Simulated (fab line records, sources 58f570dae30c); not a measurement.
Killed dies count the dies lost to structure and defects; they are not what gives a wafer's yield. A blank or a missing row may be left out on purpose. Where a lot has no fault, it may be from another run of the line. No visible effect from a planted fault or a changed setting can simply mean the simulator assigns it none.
Which of the tools did it? + flow berkeley-cmos170 + 13 lots with 39 wafers sampled at 6 steps, on a route of 331 steps

## WHAT EACH GAUGE READ, for each wafer
UCB170_PWELL_TW_MEAS_17.
| lot  | measured    | on            | PWELL_TW          |
|------|-------------|---------------|-------------------|
| L681 | day 3 04:46 | film-metro-01 | 379.3 376.7 379.8 |
| L683 | day 3 18:37 | film-metro-04 | 375.4 376.2 374.4 |
| L682 | day 3 19:16 | film-metro-04 | 375.3 374.5 375.1 |
| L684 | day 4 01:43 | film-metro-04 | 377.0 378.3 377.5 |
| L685 | day 4 08:05 | film-metro-01 | 376.8 377.1 376.7 |
| L686 | day 4 08:38 | film-metro-03 | 380.2 381.6 380.0 |
| L691 | day 5 14:01 | film-metro-03 | 383.1 381.4 382.1 |
| L696 | day 6 13:38 | film-metro-04 | 376.5 375.2 376.5 |
| L695 | day 6 13:50 | film-metro-03 | 379.1 379.7 378.9 |
| L697 | day 6 13:55 | film-metro-01 | 382.7 383.0 379.9 |
| L702 | day 8 06:04 | film-metro-01 | 377.7 377.5 375.7 |
| L704 | day 8 06:05 | film-metro-03 | 379.7 379.5 381.2 |
| L703 | day 8 06:11 | film-metro-04 | 375.8 376.7 376.5 |

UCB170_PFIELD_TW_MEAS_09.
| lot  | measured    | on            | PFIELD_TW   |
|------|-------------|---------------|-------------|
| L681 | day 4 14:13 | film-metro-02 | 603 601 602 |
| L683 | day 5 09:20 | film-metro-04 | 595 597 599 |
| L682 | day 5 08:47 | film-metro-01 | 608 603 606 |
| L684 | day 5 13:35 | film-metro-04 | 593 598 595 |
| L685 | day 5 20:54 | film-metro-01 | 606 605 603 |
| L686 | day 5 21:06 | film-metro-02 | 608 611 606 |
| L691 | day 7 03:03 | film-metro-02 | 601 603 602 |
| L696 | day 8 17:05 | film-metro-01 | 600 598 597 |
| L695 | day 8 16:51 | film-metro-01 | 599 600 596 |
| L697 | day 8 16:59 | film-metro-02 | 602 599 599 |
| L702 | day 9 16:58 | film-metro-01 | 600 597 601 |
| L704 | day 9 18:04 | film-metro-01 | 601 600 603 |
| L703 | day 9 17:14 | film-metro-02 | 602 599 606 |

UCB170_GATE_THK_MEAS_05.
| lot  | measured     | on            | GATE_POLY_THK (nm) |
|------|--------------|---------------|--------------------|
| L681 | day 6 20:16  | film-metro-01 | 214.6 215.5 214.6  |
| L683 | day 7 18:58  | film-metro-01 | 218.5 215.7 214.8  |
| L682 | day 7 18:58  | film-metro-03 | 215.5 213.5 213.9  |
| L684 | day 7 18:58  | film-metro-02 | 215.4 215.5 214.3  |
| L685 | day 8 14:58  | film-metro-01 | 216.7 215.5 215.2  |
| L686 | day 8 15:05  | film-metro-01 | 215.3 214.4 213.7  |
| L691 | day 9 14:30  | film-metro-02 | 339.7 339.7 338.3  |
| L696 | day 10 15:01 | film-metro-03 | 213.7 214.7 213.5  |
| L695 | day 10 15:01 | film-metro-02 | 210.5 210.4 210.8  |
| L697 | day 10 15:02 | film-metro-01 | 214.4 215.9 216.9  |
| L702 | day 11 12:10 | film-metro-03 | 216.8 216.1 216.5  |
| L704 | day 11 12:12 | film-metro-01 | 217.5 217.0 217.2  |
| L703 | day 11 12:08 | film-metro-01 | 214.5 215.7 216.5  |

UCB170_NLDD_TW_MEAS_11.
| lot  | measured     | on            | NLDD_TW        |
|------|--------------|---------------|----------------|
| L681 | day 7 03:11  | film-metro-04 | 2210 2204 2215 |
| L683 | day 8 00:39  | film-metro-04 | 2190 2202 2184 |
| L682 | day 8 00:14  | film-metro-02 | 2190 2212 2208 |
| L684 | day 8 00:32  | film-metro-03 | 2223 2210 2215 |
| L685 | day 8 20:02  | film-metro-04 | 2190 2194 2196 |
| L686 | day 8 20:55  | film-metro-03 | 2217 2220 2235 |
| L696 | day 10 20:46 | film-metro-04 | 2190 2197 2191 |
| L695 | day 10 20:01 | film-metro-03 | 2246 2235 2229 |
| L697 | day 10 21:09 | film-metro-03 | 2218 2229 2230 |
| L702 | day 11 20:27 | film-metro-04 | 2193 2187 2203 |
| L704 | day 11 21:01 | film-metro-03 | 2227 2201 2221 |
| L703 | day 11 20:44 | film-metro-04 | 2194 2202 2199 |

## EACH LOT AND THE TOOL THAT RAN IT (in order: tool; ch and the chambers of the sampled wafers; start)
| lot  | UCB170_GATE_CVD_04          | UCB170_GATE_ETCH_15              |
|------|-----------------------------|----------------------------------|
| L681 | lpcvd-02 ch 1, day 6 18:51  | rie-si-02 ch 0,1, day 6 22:00    |
| L683 | lpcvd-01 ch 1, day 7 17:34  | rie-si-01 ch 1,3, day 7 20:45    |
| L682 | lpcvd-01 ch 0, day 7 17:34  | rie-si-01 ch 0,1,3, day 7 20:24  |
| L684 | lpcvd-01 ch 0, day 7 17:34  | rie-si-02 ch 0,1,3, day 7 20:31  |
| L685 | lpcvd-02 ch 0, day 8 13:33  | rie-si-02 ch 0,3, day 8 16:23    |
| L686 | lpcvd-02 ch 1, day 8 13:33  | rie-si-01 ch 0,1,3, day 8 16:39  |
| L691 | lpcvd-01 ch 0, day 9 13:06  | rie-si-02 ch 1,2, day 9 17:22    |
| L696 | lpcvd-02 ch 1, day 10 13:37 | rie-si-01 ch 1,2, day 10 16:31   |
| L695 | lpcvd-02 ch 0, day 10 13:37 | rie-si-02 ch 1,2,3, day 10 16:16 |
| L697 | lpcvd-02 ch 0, day 10 13:37 | rie-si-02 ch 1,3, day 10 16:38   |
| L702 | lpcvd-02 ch 0, day 11 10:43 | rie-si-02 ch 1,3, day 11 14:42   |
| L704 | lpcvd-02 ch 0, day 11 10:43 | rie-si-01 ch 1,2, day 11 14:52   |
| L703 | lpcvd-02 ch 1, day 11 10:43 | rie-si-01 ch 1,2,3, day 11 14:35 |
- UCB170_GATE_CVD_04: deposits poly-Si from SiH4, time 1440 s, target thk 214 nm.
- UCB170_GATE_ETCH_15: etches poly-Si in HBr/Cl2, stops on SiO2, time 56.3 s, target depth 278.2 nm.

## WHAT THE TOOLS THEMSELVES READ (means of the sampled wafers that have a number; where no wafer has one, the mark that the record gives instead)
UCB170_GATE_CVD_04.
| lot  | tool     | spike-tc-centre-C (C) | spike-tc-load-C (C) | spike-tc-source-C (C) | susceptor-temp-C (C) |
|------|----------|-----------------------|---------------------|-----------------------|----------------------|
| L681 | lpcvd-02 | 613.9                 | 633.0               | 627.2                 | 610.11               |
| L683 | lpcvd-01 | 612.2                 | 632.8               | 633.5                 | 610.22               |
| L682 | lpcvd-01 | 614.5                 | 628.6               | 628.3                 | 610.14               |
| L684 | lpcvd-01 | 613.2                 | 629.4               | 627.8                 | 610.28               |
| L685 | lpcvd-02 | 612.3                 | 629.6               | 628.8                 | 609.94               |
| L686 | lpcvd-02 | 613.5                 | 633.0               | 627.3                 | 609.81               |
| L691 | lpcvd-01 | 634.9                 | 649.3               | 649.0                 | 609.68               |
| L696 | lpcvd-02 | 613.8                 | 632.7               | 627.1                 | 609.92               |
| L695 | lpcvd-02 | 613.0                 | 631.6               | 628.9                 | 610.68               |
| L697 | lpcvd-02 | 612.8                 | 632.2               | 628.9                 | 610.13               |
| L702 | lpcvd-02 | 613.3                 | 630.1               | 628.7                 | 610.06               |
| L704 | lpcvd-02 | 612.8                 | 630.4               | 628.7                 | 609.75               |
| L703 | lpcvd-02 | 612.7                 | 633.0               | 627.5                 | 609.72               |

UCB170_GATE_ETCH_15.
| lot  | tool      | drypump-motor-current-A (A) | oes-product-au (a.u.) | throttle-valve-pct (%) |
|------|-----------|-----------------------------|-----------------------|------------------------|
| L681 | rie-si-02 | 5.0                         | 0.824                 | 26.27                  |
| L683 | rie-si-01 | 6.1                         | 0.850                 | 26.58                  |
| L682 | rie-si-01 | 5.9                         | 0.834                 | 26.38                  |
| L684 | rie-si-02 | 5.3                         | 0.838                 | 26.54                  |
| L685 | rie-si-02 | 5.2                         | 0.819                 | 26.29                  |
| L686 | rie-si-01 | 5.9                         | 0.834                 | 26.39                  |
| L691 | rie-si-02 | 5.8                         | 1.028                 | 26.68                  |
| L696 | rie-si-01 | 5.7                         | 0.833                 | 26.58                  |
| L695 | rie-si-02 | 5.7                         | 0.827                 | 26.74                  |
| L697 | rie-si-02 | 5.6                         | 0.842                 | 26.81                  |
| L702 | rie-si-02 | 5.5                         | 0.847                 | 26.80                  |
| L704 | rie-si-01 | 6.2                         | 0.847                 | 26.60                  |
| L703 | rie-si-01 | 5.7                         | 0.836                 | 26.56                  |

## THE ANSWER, worked out from the rows above alone
Rule: usual is defined by the lots themselves. Put in order of their means at a reading, lots are off if they are a third of the lots or fewer, leave a main group of 4 or more, and stand apart from it by a gap of 3 or more times the standard deviation of the main group's means; of several such gaps the widest counts. If all means in a main group match to the digits the tables above print for the reading, that group is not used. Also off: a lot with no number at a reading for which 4 or more lots have one. All remaining lots with rows at the step are treated as sound. First the gauges in route order, then the tools' own readings, where a lot's mean is used as printed above. At the first step where some lot is off, the reading lying furthest off is the one used; lots without a number count as furthest.
Off: L691, seen at UCB170_GATE_THK_MEAS_05 (GATE_POLY_THK). The main group has a mean of 215.0 nm with a standard deviation of 1.6.
A tool fits if, at a process step before that reading, it ran every lot that is off, and no sound lot after the first of them. The gauges at UCB170_GATE_THK_MEAS_05 aren't tried: what is off there is off at UCB170_GATE_CVD_04 too, on other tools, and a gauge's error can't cause that. One candidate fits, namely lpcvd-01 at UCB170_GATE_CVD_04. A fault onset in the window from L682 (day 7 17:34, its last sound lot) to L691 (day 9 13:06, its first lot off) fits.
The tool's own readings at UCB170_GATE_CVD_04 bear it out: on the lots that are off they differ by more than 5 times the standard deviation of the sound lots' means. spike-tc-centre-C reads 634.9 C there against 613.2 C on the sound lots; spike-tc-load-C reads 649.3 C there against 631.4 C on the sound lots; spike-tc-source-C reads 649.0 C there against 628.6 C on the sound lots.

## WHAT THE SIMULATOR HAD INSERTED
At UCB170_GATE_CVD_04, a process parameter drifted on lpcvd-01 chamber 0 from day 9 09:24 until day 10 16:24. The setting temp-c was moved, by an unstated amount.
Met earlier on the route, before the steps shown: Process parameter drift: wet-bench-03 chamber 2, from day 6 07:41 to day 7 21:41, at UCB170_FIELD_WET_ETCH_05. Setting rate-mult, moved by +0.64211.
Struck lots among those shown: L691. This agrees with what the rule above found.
